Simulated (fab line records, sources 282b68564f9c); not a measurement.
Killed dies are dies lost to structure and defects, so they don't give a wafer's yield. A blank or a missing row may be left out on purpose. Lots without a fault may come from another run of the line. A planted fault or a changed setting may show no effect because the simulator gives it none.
Which tool did it? | flow rit_cmos | 11 lots, 33 wafers sampled, at 4 steps of a route of 202

WHAT THE GAUGES READ, wafer by wafer
RIT_SDANNEAL_RS_MEAS_04: measures by four-point-probe. Usual: PSD_RS 116.1 ohm/sq, standard deviation 0.35.
lot  | measured    | on            | PSD_RS (ohm/sq)   | flag
L315 | day 3 12:22 | film_metro-04 | 115.4 115.7 115.6 |
L316 | day 3 21:17 | film_metro-02 | 116.3 116.2 116.4 |
L317 | day 4 00:53 | film_metro-03 | 116.4 116.6 116.4 |
L322 | day 4 23:43 | film_metro-04 | 116.0 116.2 116.3 |
L324 | day 5 08:10 | film_metro-02 | 115.7 115.8 115.8 |
L326 | day 5 18:17 | film_metro-03 | 116.3 116.4 116.4 |
L328 | day 5 23:29 | film_metro-03 | 116.6 116.6 116.8 |
L332 | day 6 20:07 | film_metro-03 | 116.4 116.6 116.9 |
L333 | day 7 01:44 | film_metro-04 | 116.0 116.3 116.3 |
L334 | day 7 05:35 | film_metro-04 | 116.2 116.1 116.2 |
L335 | day 7 09:20 | film_metro-04 | 115.7 115.5 115.5 |

WHICH TOOL RAN EACH LOT (tool, then ch and the chambers of the sampled wafers, then the start)
lot  | RIT_GATE_ETCH_19                | RIT_PLDD_STRIP_09                   | RIT_NSD_SOFTBAKE_02
L315 | rie_si-02 ch 0,3, day 2 22:08   | plasma_asher-03 ch 0,1, day 3 05:53 | litho_track-04 ch 0, day 3 08:57
L316 | rie_si-01 ch 0,1,2, day 3 03:25 | plasma_asher-02 ch 0,1, day 3 14:25 | litho_track-04 ch 0, day 3 17:50
L317 | rie_si-02 ch 2,3, day 3 10:15   | plasma_asher-03 ch 0,1, day 3 18:31 | litho_track-03 ch 0, day 3 21:34
L322 | rie_si-01 ch 0,1,2, day 4 10:53 | plasma_asher-04 ch 0,1, day 4 17:32 | litho_track-02 ch 0, day 4 20:34
L324 | rie_si-01 ch 1,2, day 4 16:50   | plasma_asher-04 ch 0,1, day 5 01:51 | litho_track-04 ch 0, day 5 04:53
L326 | rie_si-01 ch 1,3, day 5 05:35   | plasma_asher-02 ch 0,1, day 5 12:05 | litho_track-04 ch 0, day 5 15:08
L328 | rie_si-01 ch 1,3, day 5 09:28   | plasma_asher-03 ch 0,1, day 5 17:02 | litho_track-02 ch 0, day 5 20:05
L332 | rie_si-01 ch 1,2,3, day 6 06:20 | plasma_asher-03 ch 0,1, day 6 13:18 | litho_track-02 ch 0, day 6 16:59
L333 | rie_si-02 ch 1,2,3, day 6 10:20 | plasma_asher-04 ch 0,1, day 6 18:31 | litho_track-03 ch 0, day 6 22:30
L334 | rie_si-01 ch 0,3, day 6 16:40   | plasma_asher-03 ch 0,1, day 6 23:13 | litho_track-03 ch 0, day 7 02:28
L335 | rie_si-02 ch 1,2,3, day 6 19:26 | plasma_asher-02 ch 1, day 7 02:55   | litho_track-03 ch 0, day 7 05:57
- RIT_GATE_ETCH_19: etches poly-Si in SF6/CHF3/O2, stops on SiO2, time 165 s, target depth 312.5 nm.
- RIT_PLDD_STRIP_09: strips in O2, time 180 s.
- RIT_NSD_SOFTBAKE_02: time 62.74 s.

WHAT THE TOOLS THEMSELVES READ (means of the sampled wafers that have a number; where no wafer has one, the mark that the record gives instead)
RIT_GATE_ETCH_19. Usual: drypump_motor_current_A 5.5 A, standard deviation 0.4; oes_product_au 0.855 a.u., standard deviation 0.0091; rf_fwd_power_W 159.4 W, standard deviation 0.54; throttle_valve_pct 10.22 %, standard deviation 0.076.
lot  | tool      | drypump_motor_current_A (A) | oes_product_au (a.u.) | rf_fwd_power_W (W) | throttle_valve_pct (%) | flag
L315 | rie_si-02 | 5.7                         | 0.860                 | 159.9              | 10.34                  |
L316 | rie_si-01 | 5.1                         | 0.859                 | 159.1              | 10.18                  |
L317 | rie_si-02 | 5.6                         | 0.847                 | 159.7              | 10.16                  |
L322 | rie_si-01 | 5.1                         | 0.851                 | 159.2              | 10.18                  |
L324 | rie_si-01 | 5.2                         | 0.846                 | 159.4              | 10.18                  |
L326 | rie_si-01 | 5.4                         | 0.856                 | 159.3              | 10.22                  |
L328 | rie_si-01 | 5.4                         | 0.852                 | 159.7              | 10.17                  |
L332 | rie_si-01 | 5.3                         | 0.857                 | 159.4              | 10.20                  |
L333 | rie_si-02 | 5.8                         | 0.855                 | 159.5              | 10.21                  |
L334 | rie_si-01 | 5.2                         | 0.856                 | 159.2              | 10.23                  |
L335 | rie_si-02 | 5.9                         | 0.855                 | 159.4              | 10.20                  |

RIT_PLDD_STRIP_09. Usual: drypump_motor_current_A 6.18 A, standard deviation 0.29.
lot  | tool            | drypump_motor_current_A (A) | flag
L315 | plasma_asher-03 | 6.14                        |
L316 | plasma_asher-02 | 6.42                        |
L317 | plasma_asher-03 | 6.15                        |
L322 | plasma_asher-04 | 5.66                        |
L324 | plasma_asher-04 | 5.76                        |
L326 | plasma_asher-02 | 6.48                        |
L328 | plasma_asher-03 | 6.17                        |
L332 | plasma_asher-03 | 6.24                        |
L333 | plasma_asher-04 | 5.67                        |
L334 | plasma_asher-03 | 6.23                        |
L335 | plasma_asher-02 | 6.53                        |

RIT_NSD_SOFTBAKE_02. Usual: heater_power_total_W 34.62 W, standard deviation 0.049; plate_sensor_t_centre_C 90.969 C, standard deviation 0.011; plate_sensor_t_edge_C 91.021 C, standard deviation 0.011.
lot  | tool           | heater_power_total_W (W) | plate_sensor_t_centre_C (C) | plate_sensor_t_edge_C (C) | flag
L315 | litho_track-04 | 34.57                    | 90.965                      | 91.011                    |
L316 | litho_track-04 | 34.60                    | 90.966                      | 91.020                    |
L317 | litho_track-03 | 34.61                    | 90.976                      | 91.030                    |
L322 | litho_track-02 | 34.60                    | 90.978                      | 91.016                    |
L324 | litho_track-04 | 32.09                    | 86.356                      | 86.398                    | OFF
L326 | litho_track-04 | 32.18                    | 86.348                      | 86.400                    | OFF
L328 | litho_track-02 | 34.59                    | 90.970                      | 91.025                    |
L332 | litho_track-02 | 34.62                    | 90.964                      | 91.012                    |
L333 | litho_track-03 | 34.63                    | 90.967                      | 91.015                    |
L334 | litho_track-03 | 34.60                    | 90.963                      | 91.021                    |
L335 | litho_track-03 | 34.63                    | 90.965                      | 91.024                    |

THE ANSWER, worked out from the rows above alone
Rule: a lot is off if the mean of its wafers that have a number lies more than 3 standard deviations from the usual mean. A lot without any number at a reading at which 4 lots or more have one is off too. The other lots that the step has rows for count as sound. The gauges are gone through in route order, then the tools' own readings, and for those a lot's mean is taken as printed above. The first step at which some lot is off is used, and at that step the reading that is off furthest; a lot without a number counts as furthest.
Off: L324, L326, at RIT_NSD_SOFTBAKE_02 (plate_sensor_t_edge_C).
A tool fits if, at that step or a process step before it, it ran every lot that is off, and no sound lot after the first of them. One fits: litho_track-04 at RIT_NSD_SOFTBAKE_02. Its last sound lot is L316 (day 3 17:50), its first lot that is off L324 (day 5 04:53): a fault that began between those two fits.
The tool's own readings at RIT_NSD_SOFTBAKE_02 bear it out: on the lots that are off they differ by more than 5 times the standard deviation of the sound lots' means. heater_power_total_W reads 32.14 W there against 34.61 W on the sound lots; plate_sensor_t_centre_C reads 86.352 C there against 90.968 C on the sound lots; plate_sensor_t_edge_C reads 86.399 C there against 91.019 C on the sound lots.

WHAT THE SIMULATOR HAD PUT IN
Process parameter drift: litho_track-04, from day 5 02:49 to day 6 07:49, at RIT_NSD_SOFTBAKE_02. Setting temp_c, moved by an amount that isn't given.
Lots struck among those shown: L324, L326. The rule above found the same.
